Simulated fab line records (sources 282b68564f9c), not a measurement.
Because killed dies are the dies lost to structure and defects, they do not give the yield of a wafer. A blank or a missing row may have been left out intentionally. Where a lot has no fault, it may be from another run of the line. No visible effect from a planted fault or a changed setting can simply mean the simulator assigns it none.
Lot-split experiment -- flow rit-cmos -- 5 lots, 23 wafers read, on a route of 202 steps

## THE SPLIT ITSELF
At RIT_M1_SPUTTER_00 (material Al, target thk 400 nm, time 500 s), the setting chamber-pressure-pa was moved away from the recipe's 0.4 Pa on 20 of the 23 wafers read, by -12.7% to +12.4%. The other wafers ran this setting at the recipe's value.

## THE PATH FROM SPLIT TO READING: the file shows 1 step between them
- RIT_M1_RS_MEAS_01: measures by four-point-probe

## THE READING
M1_AL_THK, in nm, at RIT_M1_THK_MEAS_02 (measures by xrf). Fault-free wafers of this fab line usually give 406 nm, standard deviation 4.5 nm.

wafer,"tool, chamber at the split","chamber-pressure-pa as run, Pa",against the recipe,"M1_AL_THK, nm",against lot-mates on the recipe
L074.1,"pvd-sputter-01, -",0.3491,-12.7%,424,no lot-mate on the recipe
L074.2,"pvd-sputter-01, -",0.3491,-12.7%,426,no lot-mate on the recipe
L074.3,"pvd-sputter-01, -",0.3491,-12.7%,428,no lot-mate on the recipe
L074.4,"pvd-sputter-01, -",0.3491,-12.7%,423,no lot-mate on the recipe
L074.6,"pvd-sputter-01, -",0.3491,-12.7%,425,no lot-mate on the recipe
L077.2,"pvd-sputter-03, -",0.4348,+8.7%,397,no lot-mate on the recipe
L077.3,"pvd-sputter-03, -",0.4348,+8.7%,397,no lot-mate on the recipe
L077.4,"pvd-sputter-03, -",0.4348,+8.7%,397,no lot-mate on the recipe
L077.5,"pvd-sputter-03, -",0.4348,+8.7%,400,no lot-mate on the recipe
L077.6,"pvd-sputter-03, -",0.4348,+8.7%,398,no lot-mate on the recipe
L079.1,"pvd-sputter-03, -",0.373,-6.8%,408,no lot-mate on the recipe
L079.2,"pvd-sputter-03, -",0.373,-6.8%,410,no lot-mate on the recipe
L079.3,"pvd-sputter-03, -",0.373,-6.8%,411,no lot-mate on the recipe
L079.4,"pvd-sputter-03, -",0.373,-6.8%,409,no lot-mate on the recipe
L079.5,"pvd-sputter-03, -",0.373,-6.8%,411,no lot-mate on the recipe
L082.1,"pvd-sputter-01, -",0.4498,+12.4%,389,no lot-mate on the recipe
L082.2,"pvd-sputter-01, -",0.4498,+12.4%,388,no lot-mate on the recipe
L082.4,"pvd-sputter-01, -",0.4498,+12.4%,392,no lot-mate on the recipe
L082.5,"pvd-sputter-01, -",0.4498,+12.4%,392,no lot-mate on the recipe
L082.6,"pvd-sputter-01, -",0.4498,+12.4%,389,no lot-mate on the recipe
L085.2,"pvd-sputter-02, -",0.4,recipe,404,-
L085.4,"pvd-sputter-02, -",0.4,recipe,407,-
L085.5,"pvd-sputter-02, -",0.4,recipe,403,-

THE FIT
A straight line over all 23 wafers: M1_AL_THK changes by -1.23 nm for each +1% of chamber-pressure-pa; r = -0.96; the points scatter about the line by 3.5 nm.
Too few moved wafers with a lot-mate on the recipe to fit a line net of each lot's own level.

## THE WHOLE CHAIN: every reading that the file lists as answering this split, in the file's order
step,what it does,reading,change (the file's fit),r (the file's)
RIT_M1_SPUTTER_00,"material Al, target thk 400 nm, time 500 s","Al_of_M1_SPUTTER_00.thk-nm (the simulator's own value, which no gauge read)",-1.18 nm for each +1% of the setting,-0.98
RIT_M1_RS_MEAS_01,measures by four-point-probe,M1_AL_RS,+0.000271 for each +1% of the setting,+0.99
RIT_M1_THK_MEAS_02,measures by xrf,M1_AL_THK,-1.23 for each +1% of the setting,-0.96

## FILE'S OWN FIT
M1_AL_THK changes by -1.23 nm for each +1% of chamber-pressure-pa, r = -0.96.
